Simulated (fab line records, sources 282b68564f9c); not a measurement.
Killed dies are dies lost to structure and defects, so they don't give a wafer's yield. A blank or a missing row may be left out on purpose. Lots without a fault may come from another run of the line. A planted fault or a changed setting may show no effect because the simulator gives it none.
Tool commonality check | flow rit_cmos | 14 lots, 42 wafers sampled

WHY IT WAS OPENED
At RIT_SPACER_THK_MEAS_04 the reading SPACER_NITRIDE_THK is flagged on 2 of 14 lots. Wafers without a fault read 251.7 nm, standard deviation 2.5.
Rule: a lot is flagged when every wafer of it that has a number lies more than 4 standard deviations from that mean, or none has a number. The other lots count as sound.

lot  | measured    | on            | SPACER_NITRIDE_THK (nm), wafer by wafer | flag
L590 | day 3 04:05 | film_metro-02 | 254.2 250.1 251.4                       |
L591 | day 3 14:40 | film_metro-04 | 250.6 248.7 250.8                       |
L593 | day 3 23:25 | film_metro-01 | 250.3 251.9 252.4                       |
L594 | day 4 01:35 | film_metro-04 | 250.9 250.5 248.9                       |
L595 | day 4 06:06 | film_metro-02 | 248.1 251.4 248.9                       |
L596 | day 4 15:25 | film_metro-01 | 257.2 256.2 256.9                       |
L597 | day 4 20:22 | film_metro-02 | 255.1 252.0 252.4                       |
L598 | day 5 01:19 | film_metro-04 | 255.3 253.3 253.9                       |
L599 | day 5 07:00 | film_metro-02 | 251.8 252.8 252.2                       |
L603 | day 5 23:29 | film_metro-04 | 256.1 254.2 253.1                       |
L606 | day 6 13:50 | film_metro-02 | 284.0 280.9 283.0                       | FLAGGED
L607 | day 6 20:32 | film_metro-02 | 279.5 278.8 280.6                       | FLAGGED
L608 | day 7 01:05 | film_metro-01 | 247.9 250.8 251.3                       |
L610 | day 7 13:32 | film_metro-04 | 250.9 251.0 251.6                       |
The numbers of the flagged lots are 281.1 nm on average: +29.4 nm against the usual, or +12 standard deviations.

WHICH TOOL RAN EACH LOT
The record holds 1 process step before the reading, out of a route of 202 steps. In each cell: the tool, then ch and the chambers that the sampled wafers went through, then the start.
lot  | flag    | RIT_SPACER_CVD_03
L590 |         | lpcvd-01 ch 0, day 3 02:10
L591 |         | lpcvd-01 ch 1, day 3 12:46
L593 |         | lpcvd-01 ch 1, day 3 21:28
L594 |         | lpcvd-02 ch 1, day 3 23:40
L595 |         | lpcvd-01 ch 1, day 4 04:10
L596 |         | lpcvd-01 ch 0, day 4 13:29
L597 |         | lpcvd-01 ch 1, day 4 18:26
L598 |         | lpcvd-01 ch 1, day 4 23:23
L599 |         | lpcvd-01 ch 0, day 5 05:03
L603 |         | lpcvd-02 ch 1, day 5 21:34
L606 | FLAGGED | lpcvd-01 ch 1, day 6 11:55
L607 | FLAGGED | lpcvd-01 ch 1, day 6 18:37
L608 |         | lpcvd-02 ch 1, day 6 23:10
L610 |         | lpcvd-02 ch 0, day 7 11:37
What these steps do:
- RIT_SPACER_CVD_03: deposits Si3N4 from SiH2Cl2/NH3, target thk 250 nm, time 3300 s.
- RIT_SPACER_THK_MEAS_04

FLAGGED OVER TOTAL, TOOL BY TOOL (the gauges that took the reading come last)
step                   | tool          | lots run | flagged | share of the flagged lots | sound lots run after its first flagged lot
RIT_SPACER_CVD_03      | lpcvd-01      | 10       | 2       | all                       | 0
RIT_SPACER_CVD_03      | lpcvd-02      | 4        | 0       | none                      | -
RIT_SPACER_THK_MEAS_04 | film_metro-01 | 3        | 0       | none                      | -
RIT_SPACER_THK_MEAS_04 | film_metro-02 | 6        | 2       | all                       | 0
RIT_SPACER_THK_MEAS_04 | film_metro-04 | 5        | 0       | none                      | -

WHAT THE TABLE ALLOWS
2 rows of the table ran every flagged lot: lpcvd-01 at RIT_SPACER_CVD_03, film_metro-02 at RIT_SPACER_THK_MEAS_04.
- lpcvd-01 at RIT_SPACER_CVD_03: 2 of its 10 lots flagged. Its last sound lot is L599 (day 5 05:03), its first flagged lot L606 (day 6 11:55): a fault that began between those two fits.
- film_metro-02 at RIT_SPACER_THK_MEAS_04: 2 of its 6 lots flagged. Its last sound lot is L599 (day 5 07:00), its first flagged lot L606 (day 6 13:50): a fault that began between those two fits.
Counting lots can't tell these 2 tools apart, because each fits a fault that began at some hour. More lots, or a look at what each step does to the wafer, might.

WHAT THE SIMULATOR HAD PUT IN
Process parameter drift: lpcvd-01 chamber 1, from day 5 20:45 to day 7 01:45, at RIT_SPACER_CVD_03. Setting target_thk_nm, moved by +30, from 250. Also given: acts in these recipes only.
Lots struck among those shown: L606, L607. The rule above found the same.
